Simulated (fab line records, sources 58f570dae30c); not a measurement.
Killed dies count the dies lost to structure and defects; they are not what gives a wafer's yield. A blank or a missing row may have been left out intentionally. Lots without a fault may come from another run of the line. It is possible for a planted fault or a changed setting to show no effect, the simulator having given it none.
Comparing a struck lot with a sound one    flow berkeley cmos170    33 out of 331 route steps
Sound: these wafers, L475.2, L475.5, L475.6. The struck wafers were L469.3, L469.5, L469.6. The cause comes at the end.
Order at every step that has rows: each side's tool, ch and its chambers, its first start. Under that, the readings that differ: sound wafers    struck wafers    difference of the means    sigmas: that difference in standard deviations of wafers without a fault.
alike: readings whose means differ by less than 2 such deviations, and words and numbers that are the same on both sides. not compared: withheld readings, readings that some wafer has no value for, bounds like >300 that may hide the same value, and numbers for which the record gives no deviation and whose values overlap.
A row with sigmas, a row that says differs or no value, or rows on one side alone: a step with any of these is where the two part. When numbers do not overlap yet have no deviation, they are printed without sigmas and do not part them. Lack of a reading on every wafer of one side parts them only where that side has two or more wafers.

first, 3 steps without rows for these wafers: UCB170_FIELD_WET_ETCH_04 (etches SiO2 in dHF, time 60 s); UCB170_FIELD_WET_ETCH_05 (etches Si3N4 in H3PO4, time 12600 s); UCB170_FIELD_WET_ETCH_06 (etches SiO2 in BOE, time 22 s).
UCB170_FIELD_THK_MEAS_90:
  sound: film metro-04 at day 7 18:48; struck: film metro-01 at day 6 12:31
  alike: FIELD_OXIDE_LEFT_1_THK
then, 2 steps without rows for these wafers: UCB170_SACOX_CLEAN_00 (cleans in dHF, time 7.5 s); UCB170_SACOX_OXIDATION_01 (target thk 14.4 nm, ox time 2400 s).
UCB170_SACOX_THK_MEAS_02:
  sound: film metro-01 at day 7 21:09; struck: film metro-01 at day 6 16:14
  alike: SACOX_OXIDE_THK
then, 2 steps without rows for these wafers: UCB170_SCREENOX_WET_ETCH_00 (etches SiO2 in dHF, time 200 s); UCB170_SCREENOX_OXIDATION_01 (target thk 14.4 nm, ox time 2400 s).
UCB170_SCREENOX_THK_MEAS_02:
  sound: film metro-02 at day 8 03:28; struck: film metro-01 at day 6 20:17
  alike: SCREENOX_OXIDE_THK
then, 2 steps without rows for these wafers: UCB170_SCREENOX_ANNEAL_03 (time 900 s); UCB170_NVT_HMDS_00 (prime time 60 s).
UCB170_NVT_COAT_01: resist thk 900 nm.
  sound on litho track-04 ch 0, day 8 08:31; struck on litho track-03, day 6 23:43
  no value came back on the struck wafers for chill plate temp C (C), dispense pressure kPa (kPa); on the sound wafers chill plate temp C (C) reads 23.00 22.95 22.93
then, 4 steps without rows for these wafers: UCB170_NVT_SOFTBAKE_02 (time 60 s); UCB170_NVT_EXPOSE_03 (exposes mask PWELL, target cd 3000 nm); UCB170_NVT_PEB_04; UCB170_NVT_DEVELOP_05 (develop time 45 s).
UCB170_NVT_OVL_MEAS_06:
  sound: overlay-02 at day 8 18:08; struck: overlay-02 at day 7 01:25
reading       sound     struck  difference                     sigmas
NVT_OVL (nm)  -7 -2 -5  - - -   no value on the struck wafers  
after that, 1 step had no rows for these wafers: UCB170_NVT_IMPLANT_07.
UCB170_NVT_STRIP_08: strips in O2.
  sound on plasma asher-02 ch 0,1, day 8 18:19; struck on plasma asher-02 ch 0,1, day 7 01:38
  no value came back on the struck wafers for oes product au (a.u.), strip time to endpoint s (s); on the sound wafers oes product au (a.u.) reads 0.738 0.741 0.738
  alike: drypump motor current A
  not compared: rf hours counter h
UCB170_NVT_TW_MEAS_09:
  sound: film metro-03 at day 8 18:25; struck: film metro-02 at day 7 01:44
  alike: NVT_TW
then, 7 steps without rows for these wafers: UCB170_NVT_CLEAN_10 (cleans in SPM, time 600 s); UCB170_PVT_HMDS_00 (prime time 60 s); UCB170_PVT_COAT_01 (resist thk 900 nm); UCB170_PVT_SOFTBAKE_02 (time 60 s); UCB170_PVT_EXPOSE_03 (exposes mask NWELL, target cd 3000 nm); UCB170_PVT_PEB_04; UCB170_PVT_DEVELOP_05 (develop time 45 s).
UCB170_PVT_OVL_MEAS_06:
  sound: overlay-02 at day 8 20:37; struck: overlay-01 at day 7 04:26
  alike: PVT_OVL
after that, 1 step had no rows for these wafers: UCB170_PVT_IMPLANT_07.
UCB170_PVT_STRIP_08: strips in O2.
  sound on plasma asher-03 ch 0,1, day 8 20:47; struck on plasma asher-04 ch 0,1, day 7 04:39
  alike: drypump motor current A, oes product au, strip time to endpoint s
  not compared: rf hours counter h
UCB170_PVT_TW_MEAS_09:
  sound: film metro-03 at day 8 20:54; struck: film metro-01 at day 7 04:44
reading  sound        struck       difference  sigmas
PVT_TW   511 513 512  637 640 640  +127        +34
then, 1 step without rows for these wafers: UCB170_GATE_WET_ETCH_00 (etches SiO2 in dHF, time 200 s).

== WHERE THEY PART ==
At UCB170_NVT_COAT_01 first; at UCB170_PVT_TW_MEAS_09 last (within this record only).

WHY: whatever the simulator had introduced
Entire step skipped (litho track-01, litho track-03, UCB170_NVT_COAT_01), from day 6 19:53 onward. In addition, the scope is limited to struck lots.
